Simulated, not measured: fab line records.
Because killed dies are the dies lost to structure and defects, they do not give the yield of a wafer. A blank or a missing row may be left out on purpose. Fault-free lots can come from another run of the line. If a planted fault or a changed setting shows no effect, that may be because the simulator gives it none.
Comparing a struck lot with a sound one	flow berkeley-cmos170	15 steps out of a route of 331
Sound: these wafers, L968.1, L968.2, L968.3. Wafers L973.3, L973.4, L973.5 were the ones struck. The cause is named last.
At each step with rows: each side's tool, then ch and its chambers, then its first start. Under that, the readings that differ: sound wafers	struck wafers	difference of the means	sigmas: that difference in standard deviations of wafers without a fault.
alike: readings whose means differ by less than 2 such deviations, and words and numbers that are the same on both sides. not compared: withheld readings, readings that some wafer has no value for, bounds like >300 that may hide the same value, and numbers for which the record gives no deviation and whose values overlap.
Wherever a step has rows on one side only, a row that says differs or no value, or a row with sigmas, the two part there. Numbers that don't overlap but have no deviation are shown without sigmas and don't part them. A reading that every wafer of one side lacks parts them only if that side has two wafers or more.

UCB170_ACTIVE_OVL_MEAS_14:
  sound on overlay-01 at day 6 07:58; struck on overlay-02 at day 7 11:22
  alike: ACTIVE_OVL
UCB170_ACTIVE_ETCH_15: etches Si3N4 in CH3F/Ar/O2, stops on SiO2, target depth 242 nm, time 151 s.
  sound on rie-diel-01 ch 0,1,3, day 6 08:01; struck on rie-diel-01 ch 0,2,3, day 7 11:23
  alike: drypump-motor-current-A, oes-product-au, throttle-valve-pct
  not compared: rf-hours-counter-h
UCB170_ACTIVE_STRIP_16: strips in O2.
  sound on plasma-asher-02 ch 0,1, day 6 08:07; struck on plasma-asher-04 ch 0,1, day 7 11:32
reading	sound	struck	difference	sigmas
drypump-motor-current-A (A)	6.4 5.8 6.4	5.3 5.6 5.3	-0.8	-2
  alike: o2-flow-sccm, oes-product-au, strip-time-to-endpoint-s
  not compared: rf-hours-counter-h
UCB170_ACTIVE_CD_MEAS_90: the cd target is 1200 nm.
  sound on cd-sem-01 at day 6 08:13; struck on cd-sem-01 at day 7 11:40
  alike: cd-nm
then, 7 steps without rows for these wafers: UCB170_ACTIVE_CLEAN_17 (cleans in SPM, time 600 s); UCB170_PFIELD_HMDS_00 (prime time 60 s); UCB170_PFIELD_COAT_01 (resist thk 900 nm); UCB170_PFIELD_SOFTBAKE_02 (time 60 s); UCB170_PFIELD_EXPOSE_03 (exposes mask PFIELD, target cd 1500 nm); UCB170_PFIELD_PEB_04; UCB170_PFIELD_DEVELOP_05 (develop time 45 s).
UCB170_PFIELD_OVL_MEAS_06:
  sound on overlay-01 at day 6 12:00; struck on overlay-01 at day 7 13:21
  alike: PFIELD_OVL
UCB170_PFIELD_IMPLANT_07:
  sound on implanter-04 ch 0, day 6 12:02; struck on implanter-02 ch 0, day 7 13:26
reading	sound	struck	difference	sigmas
beam-energy-keV	80.020 80.029 79.965	87.285 87.272 87.242	+7.262	+99 or more
model.implant.rp-nm (nm)	254.6 254.6 254.6	292.3 292.3 292.3	+37.7	
model.implant.drp-nm (nm)	74.86 74.86 74.86	77.92 77.92 77.92	+3.06	
  alike: beam-on-s, faraday-current-uA
UCB170_PFIELD_STRIP_08: strips in O2.
  sound on plasma-asher-03 ch 0,1, day 6 12:11; struck on plasma-asher-02 ch 0,1, day 7 13:34
reading	sound	struck	difference	sigmas
drypump-motor-current-A (A)	5.3 5.4 5.4	6.4 5.8 6.4	+0.8	+2
  alike: o2-flow-sccm, oes-product-au, strip-time-to-endpoint-s
  not compared: rf-hours-counter-h
following that, these wafers have no rows for 1 step: UCB170_M3_PROBE_99.

WHERE THEY PART
Last at UCB170_PFIELD_STRIP_08 as far as this record goes, first at UCB170_ACTIVE_STRIP_16.

WHY: what the simulator had put in
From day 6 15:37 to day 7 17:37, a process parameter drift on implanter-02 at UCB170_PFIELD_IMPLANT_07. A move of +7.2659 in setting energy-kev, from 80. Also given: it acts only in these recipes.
